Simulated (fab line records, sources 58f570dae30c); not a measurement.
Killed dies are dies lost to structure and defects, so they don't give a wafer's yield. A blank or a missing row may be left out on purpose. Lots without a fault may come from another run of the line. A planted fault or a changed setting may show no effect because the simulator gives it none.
Which tool did it? | flow berkeley_cmos170 | 13 lots, 39 wafers sampled, at 4 steps of a route of 331

WHAT THE GAUGES READ, wafer by wafer
UCB170_START_THK_MEAS_03. Usual: START_OXIDE_THK 20.0 nm, standard deviation 0.39.
lot  | measured    | on            | START_OXIDE_THK (nm) | flag
L619 | day 1 17:04 | film_metro-02 | 19.7 19.9 19.8       |
L620 | day 1 17:05 | film_metro-01 | 20.1 20.0 19.9       |
L621 | day 2 00:37 | film_metro-02 | 20.2 20.5 20.3       |
L623 | day 2 07:41 | film_metro-01 | 19.0 19.3 19.4       |
L622 | day 2 07:43 | film_metro-03 | 20.1 19.4 19.8       |
L624 | day 2 17:20 | film_metro-02 | 20.0 19.9 19.7       |
L625 | day 3 01:35 | film_metro-03 | 19.8 20.0 19.8       |
L626 | day 3 01:36 | film_metro-02 | 19.8 19.6 19.4       |
L633 | day 4 11:54 | film_metro-03 | 20.7 20.6 20.3       |
L634 | day 4 19:15 | film_metro-01 | 20.7 20.5 20.5       |
L635 | day 4 20:58 | film_metro-03 | 20.0 20.0 19.9       |
L637 | day 5 09:32 | film_metro-03 | 19.8 20.0 20.1       |
L641 | day 6 05:04 | film_metro-01 | 19.8 19.6 19.5       |

UCB170_PVT_TW_MEAS_09. Usual: PVT_TW 502, standard deviation 3.8.
lot  | measured     | on            | PVT_TW      | flag
L619 | day 6 11:53  | film_metro-03 | 499 496 497 |
L620 | day 6 11:42  | film_metro-04 | 505 501 502 |
L621 | day 7 15:20  | film_metro-03 | 500 505 500 |
L623 | day 7 15:47  | film_metro-02 | 502 505 505 |
L622 | day 7 15:32  | film_metro-02 | 508 506 507 |
L624 | day 7 15:38  | film_metro-03 | 498 504 503 |
L625 | day 7 15:14  | film_metro-02 | 508 504 506 |
L626 | day 7 15:54  | film_metro-03 | 501 499 504 |
L633 | day 9 06:00  | film_metro-04 | 506 507 504 |
L634 | day 9 15:34  | film_metro-03 | 497 499 498 |
L635 | day 9 15:25  | film_metro-03 | 499 499 500 |
L637 | day 10 11:47 | film_metro-02 | 506 506 507 |
L641 | day 11 05:04 | film_metro-03 | 498 496 498 |

UCB170_PLDD_CD_MEAS_06: target cd 1200 nm. Usual: cd_nm 1200.0 nm, standard deviation 1.3.
lot  | measured     | on        | cd_nm (nm)           | flag
L619 | day 7 06:55  | cd_sem-01 | 1199.9 1200.3 1200.6 |
L620 | day 7 06:35  | cd_sem-01 | 1202.5 1202.1 1202.5 |
L621 | day 8 11:20  | cd_sem-01 | 1197.6 1197.2 1196.4 |
L623 | day 8 10:51  | cd_sem-01 | 1200.9 1199.5 1200.0 |
L622 | day 8 10:39  | cd_sem-01 | 1201.2 1201.0 1200.2 |
L624 | day 8 11:01  | cd_sem-01 | 1201.3 1201.3 1201.8 |
L625 | day 8 10:29  | cd_sem-01 | 1202.7 1199.6 1201.0 |
L626 | day 8 11:14  | cd_sem-01 | 1201.8 1202.0 1201.1 |
L633 | day 9 21:20  | cd_sem-02 | 1199.2 1201.5 1199.7 |
L634 | day 10 11:43 | cd_sem-02 | 1200.7 1199.4 1199.7 |
L635 | day 10 11:58 | cd_sem-01 | 1200.8 1199.8 1202.3 |
L637 | day 11 05:58 | cd_sem-01 | 1198.7 1198.2 1199.7 |
L641 | day 12 04:57 | cd_sem-01 | 1201.7 1202.1 1201.8 |

WHICH TOOL RAN EACH LOT (tool, then ch and the chambers of the sampled wafers, then the start)
lot  | UCB170_NWELL_OXIDATION_01
L619 | furnace-04 ch 0, day 2 01:39
L620 | furnace-04 ch 0, day 2 01:39
L621 | furnace-02 ch 0, day 2 14:28
L623 | furnace-01 ch 0, day 2 22:31
L622 | furnace-01 ch 0, day 2 22:31
L624 | furnace-02 ch 0, day 3 06:29
L625 | furnace-02 ch 0, day 3 10:50
L626 | furnace-02 ch 0, day 3 10:50
L633 | furnace-04 ch 0, day 4 23:30
L634 | furnace-01 ch 0, day 5 05:49
L635 | furnace-01 ch 0, day 5 05:49
L637 | furnace-01 ch 0, day 5 21:36
L641 | furnace-01 ch 0, day 6 15:14
- UCB170_NWELL_OXIDATION_01: target thk 26.4 nm, ox time 1260 s.

WHAT THE TOOLS THEMSELVES READ (means of the sampled wafers that have a number; where no wafer has one, the mark that the record gives instead)
UCB170_NWELL_OXIDATION_01. Usual: ox_temp_c_max 1005.0, standard deviation 1.6; spike_tc_centre_C 1002.5 C, standard deviation 1.7.
lot  | tool       | ox_temp_c_max | spike_tc_centre_C (C) | flag
L619 | furnace-04 | 1004.2        | 1002.2                |
L620 | furnace-04 | 1005.8        | 1002.2                |
L621 | furnace-02 | 1003.5        | 1001.3                |
L623 | furnace-01 | 1006.8        | 1003.3                |
L622 | furnace-01 | 1007.1        | 1003.6                |
L624 | furnace-02 | 1003.2        | 1002.4                |
L625 | furnace-02 | 1003.9        | 1000.7                |
L626 | furnace-02 | 1003.9        | 1000.4                |
L633 | furnace-04 | 1005.4        | 1001.9                |
L634 | furnace-01 | 1006.9        | 1004.7                |
L635 | furnace-01 | 1006.2        | 1004.2                |
L637 | furnace-01 | 1006.9        | 1004.6                |
L641 | furnace-01 | 1006.3        | 1003.4                |

THE ANSWER, worked out from the rows above alone
Rule: a lot is off if the mean of its wafers that have a number lies more than 3 standard deviations from the usual mean. A lot without any number at a reading at which 4 lots or more have one is off too. The other lots that the step has rows for count as sound. The gauges are gone through in route order, then the tools' own readings, and for those a lot's mean is taken as printed above. The first step at which some lot is off is used, and at that step the reading that is off furthest; a lot without a number counts as furthest.
No lot is off at any reading shown: from this, nothing can be told.

WHAT THE SIMULATOR HAD PUT IN
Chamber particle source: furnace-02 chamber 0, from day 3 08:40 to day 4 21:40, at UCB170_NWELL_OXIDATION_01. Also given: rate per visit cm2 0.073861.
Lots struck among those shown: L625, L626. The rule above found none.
